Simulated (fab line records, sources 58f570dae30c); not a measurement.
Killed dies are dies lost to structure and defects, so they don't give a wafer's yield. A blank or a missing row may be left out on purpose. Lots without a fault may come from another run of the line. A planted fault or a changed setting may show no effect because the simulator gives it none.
One fault seen from 2 desks | flow berkeley_cmos170 | each desk has only its own numbers; what lay behind them comes last

THE TOOL OWNER'S DESK: implanter-01
The tool's own readings at UCB170_NVT_IMPLANT_07: means of the sampled wafers that have a number, for each lot that ran on this tool. A lot is out of limits, marked OUT, if its mean lies more than 4 standard deviations from the usual mean; the brackets give that distance.
Columns: A = dose_ions_cm2 at UCB170_NVT_IMPLANT_07, usual 3.001e+12; B = faraday_current_uA at UCB170_NVT_IMPLANT_07, usual 9.50
lot  | first seen here | A                           | B
L808 | day 7 14:59     | 5.006e+12 (+99 or more) OUT | 15.36 (+31) OUT
L806 | day 7 15:13     | 5.003e+12 (+99 or more) OUT | 15.58 (+32) OUT
L820 | day 10 19:40    | 3.003e+12                   | 9.44
L823 | day 11 10:08    | 2.997e+12                   | 9.39
This desk's finding: out of limits on L806, L808; first on L808, day 7 14:59 (dose_ions_cm2 at UCB170_NVT_IMPLANT_07). In limits: L820, L823.

THE METROLOGY DESK
What the gauges read, lot by lot, whatever tool the lot ran on: means of the sampled wafers that have a number. A lot is out of limits, marked OUT, if its mean lies more than 4 standard deviations from the usual mean; the brackets give that distance.
Columns: A = NVT_TW at UCB170_NVT_TW_MEAS_09, usual 522
lot  | first seen here | A
L801 | day 6 00:23     | 520
L800 | day 6 00:46     | 526
L802 | day 6 09:08     | 518
L803 | day 6 09:22     | 522
L809 | day 7 14:59     | 526
L808 | day 7 15:14     | 612 (+27) OUT
L806 | day 7 15:28     | 614 (+28) OUT
L807 | day 7 15:37     | 522
L816 | day 10 03:02    | 521
L819 | day 10 19:43    | 524
L820 | day 10 19:55    | 519
L823 | day 11 10:23    | 526
L822 | day 11 10:32    | 521
L821 | day 11 10:40    | 526
This desk's finding: out of limits on L806, L808; first on L808, day 7 15:14 (NVT_TW at UCB170_NVT_TW_MEAS_09). In limits: L801, L800, L802, L803, L809, L807, L816, L819, L820, L823, L822, L821.

PUT TOGETHER
The tool owner's desk could have raised an alarm at day 7 14:59, on L806, L808.
The metrology desk could have raised an alarm at day 7 15:14, on L806, L808.
Of the lots named, all ran UCB170_NVT_IMPLANT_07 on implanter-01.

WHAT THE SIMULATOR HAD PUT IN
Process parameter drift: implanter-01, from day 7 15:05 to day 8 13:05, at UCB170_NVT_IMPLANT_07. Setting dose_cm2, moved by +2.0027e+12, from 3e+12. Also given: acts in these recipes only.
Lots struck among those shown: L806, L808.
